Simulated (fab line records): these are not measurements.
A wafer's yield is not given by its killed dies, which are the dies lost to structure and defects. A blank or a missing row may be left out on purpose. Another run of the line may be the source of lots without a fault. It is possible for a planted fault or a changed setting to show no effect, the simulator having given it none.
A struck lot beside a sound one || flow berkeley_cmos170 || 15 steps out of a route of 331
Sound: wafers L279.3, L279.4, L279.5. Struck: wafers L285.2, L285.4. (L285.6 of the same lot was not struck and is left out.) The cause comes at the end.
Order at every step that has rows: each side's tool, ch and its chambers, its first start. Under that, the readings that differ: sound wafers || struck wafers || difference of the means || sigmas: that difference in standard deviations of wafers without a fault.
alike: same words and numbers on both sides, and readings whose means sit less than 2 such deviations apart. not compared: any withheld reading, any reading some wafer has no value for, any bound like >300 that may hide the same value, and any number with overlapping values for which the record gives no deviation.
A row with sigmas, a row that says differs or no value, or rows on one side alone: a step with any of these is where the two part. Non-overlapping numbers with no deviation appear without sigmas and do not part them. Lack of a reading on every wafer of one side parts them only where that side has two or more wafers.

UCB170_PSD_STRIP_09: strips in O2.
  sound on plasma_asher-03 ch 0,1, day 8 12:53; struck on plasma_asher-03 ch 1, day 10 05:34
{"reading": "strip_time_to_endpoint_s (s)", "sound": "29.54 29.54 29.47", "struck": "29.31 29.25", "difference": -0.24, "sigmas": -3}
  alike: drypump_motor_current_A, oes_product_au
  not compared: rf_hours_counter_h
UCB170_PSD_TW_MEAS_10:
  sound on film_metro-03, day 8 12:58; struck on film_metro-02, day 10 05:41
{"reading": "PSD_TW", "sound": "2330 2317 2312", "struck": "2365 2384", "difference": "+55", "sigmas": "+2"}
then, 7 steps without rows for these wafers: UCB170_PSD_CLEAN_11 (cleans in SPM, time 600 s); UCB170_NSD_HMDS_00 (prime time 60 s); UCB170_NSD_COAT_01 (resist thk 900 nm); UCB170_NSD_SOFTBAKE_02 (time 60 s); UCB170_NSD_EXPOSE_03 (exposes mask NSELECT MOD, target cd 1200 nm); UCB170_NSD_PEB_04; UCB170_NSD_DEVELOP_05 (develop time 45 s).
UCB170_NSD_CD_MEAS_06 targets a cd of 1200 nm.
  sound on cd_sem-01, day 8 15:05; struck on cd_sem-02, day 10 08:01
{"reading": "cd_nm (nm)", "sound": "1202.0 1202.3 1201.8", "struck": "1199.5 1199.5", "difference": -2.5, "sigmas": -2}
UCB170_NSD_OVL_MEAS_07:
  sound on overlay-02, day 8 15:11; struck on overlay-01, day 10 08:07
  alike: NSD_OVL
next, for these wafers, 1 step has no rows: UCB170_NSD_IMPLANT_08.
UCB170_NSD_STRIP_09: strips in O2.
  sound on plasma_asher-02 ch 0,1, day 8 15:23; struck on plasma_asher-02 ch 1, day 10 08:17
{"reading": "oes_product_au (a.u.)", "sound": "0.531 0.534 0.532", "struck": "0.598 0.599", "difference": "+0.066", "sigmas": "+14"}
{"reading": "strip_time_to_endpoint_s (s)", "sound": "35.73 35.69 35.70", "struck": "29.99 30.01", "difference": -5.71, "sigmas": -58}
  alike: drypump_motor_current_A
  not compared: rf_hours_counter_h
UCB170_NSD_TW_MEAS_10:
  sound on film_metro-02, day 8 15:29; struck on film_metro-03, day 10 08:24
{"reading": "NSD_TW", "sound": "4264 4249 4263", "struck": "4146 4149", "difference": -111, "sigmas": -2}
UCB170_M3_PROBE_99:
  rows exist in the record for the sound wafers here (prober-01, day 9 14:29), none for the struck ones

== WHERE THEY PART ==
Earliest at UCB170_PSD_STRIP_09; latest, in this record, at UCB170_M3_PROBE_99.

WHY: the cause the simulator had injected
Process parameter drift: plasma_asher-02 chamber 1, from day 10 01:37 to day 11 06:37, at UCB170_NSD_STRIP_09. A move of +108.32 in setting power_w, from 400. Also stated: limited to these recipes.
